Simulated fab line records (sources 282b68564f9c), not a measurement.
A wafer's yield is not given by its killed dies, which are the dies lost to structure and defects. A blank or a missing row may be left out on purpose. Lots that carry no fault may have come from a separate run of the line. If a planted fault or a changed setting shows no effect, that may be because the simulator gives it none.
Code-filled problem report in 8D (eight disciplines) form || flow rit_cmos || the parts of the form that need people (team, actions taken, sign-off) are left out

== 1. WHAT IS WRONG ==
PRETRO_TW at RIT_PRETRO_TW_MEAS_10 reads a mean of 441 on 9 wafers of 3 lots; wafers without a fault read 477 with a standard deviation of 4.8. Measured from the usual mean, that is -7.6 standard deviations.
First seen on wafer L900.1, day 5 17:31, on film_metro-04. Wafers with a number at this step in the record: 45, from 15 lots. By rule, "out" or "out of limits" means more than 4 standard deviations away from the usual mean. The rest of the wafers with a number are treated as sound.

== 2. WHAT IT IS AND WHAT IT IS NOT ==
{"question": "which readings at this step", "is": "PRETRO_TW", "is not": "-"}
{"question": "which lots", "is": "L900, L901, L904", "is not": "L885, L887, L888, L889, L890, L891, L892, L894, L896, L897, L898, L907"}
{"question": "which wafers of those lots", "is": "all that have a number", "is not": "-"}
{"question": "read on which gauges", "is": "film_metro-02, film_metro-04", "is not": "film_metro-01"}
{"question": "when", "is": "from day 5 17:31", "is not": "up to then (33 sound wafers); but 3 sound wafers of L907 came after"}

== 3. SUSPECTS, AND WHAT RULES EACH OUT ==
Counting: a tool at any process step up to the reading remains a suspect when it ran all the lots that are out and ran no sound lot after the first of those.
- ruled out: the gauge at RIT_PRETRO_TW_MEAS_10. The wafers that are out were read on 2 gauges (film_metro-02, film_metro-04).
- implanter-03 at RIT_PRETRO_IMPLANT_08: kept. It processed each lot that is out, first L900 at day 5 17:12, and no sound lot thereafter; up to then, the last sound lot it processed was L898 at day 5 08:28. On those wafers its own readings are out: beam_energy_keV.
Remaining after the count: implanter-03 at RIT_PRETRO_IMPLANT_08.

== 4. THE CAUSE (what the simulator had put in) ==
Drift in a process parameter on implanter-03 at RIT_PRETRO_IMPLANT_08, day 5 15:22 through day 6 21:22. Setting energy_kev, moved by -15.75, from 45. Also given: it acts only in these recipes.
After counting, this tool was the only one left.

== 5. THE EFFECT CHAIN, in route order ==
Each row: a reading where the mean over the struck wafers with a number is more than 3 standard deviations away from the usual. Only readings for which the record gives a usual standard deviation are gone through. hours: the time from each lot's start at the first step in this table that gives one to its start at this step, as a median over the lots. sigmas: the change in usual standard deviations.
{"hours": 0, "step": "RIT_PRETRO_IMPLANT_08", "reading": "beam_energy_keV", "usual": 45.001, "on struck wafers": 29.241, "change": -15.760, "sigmas": "-99 or more"}
{"hours": 0, "step": "RIT_PRETRO_TW_MEAS_10", "reading": "PRETRO_TW", "usual": 477, "on struck wafers": 441, "change": -36, "sigmas": -7.6}
The process steps in it:
- RIT_PRETRO_IMPLANT_08

== 6. HOW IT WOULD HAVE BEEN CAUGHT EARLIER ==
In this record the first reading out of limits at a measuring or inspecting step was taken at day 5 17:31, 2 hours after the fault began at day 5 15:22.
Tool's own readings at RIT_PRETRO_IMPLANT_08, beam_energy_keV: out on all struck wafers the step has rows for; an alarm limit on them would have tripped on the first.
Of the lots that are out (3), L901, L904 began RIT_PRETRO_IMPLANT_08 on implanter-03 after day 5 17:31. A hold on the tool at that time would have spared those 2.
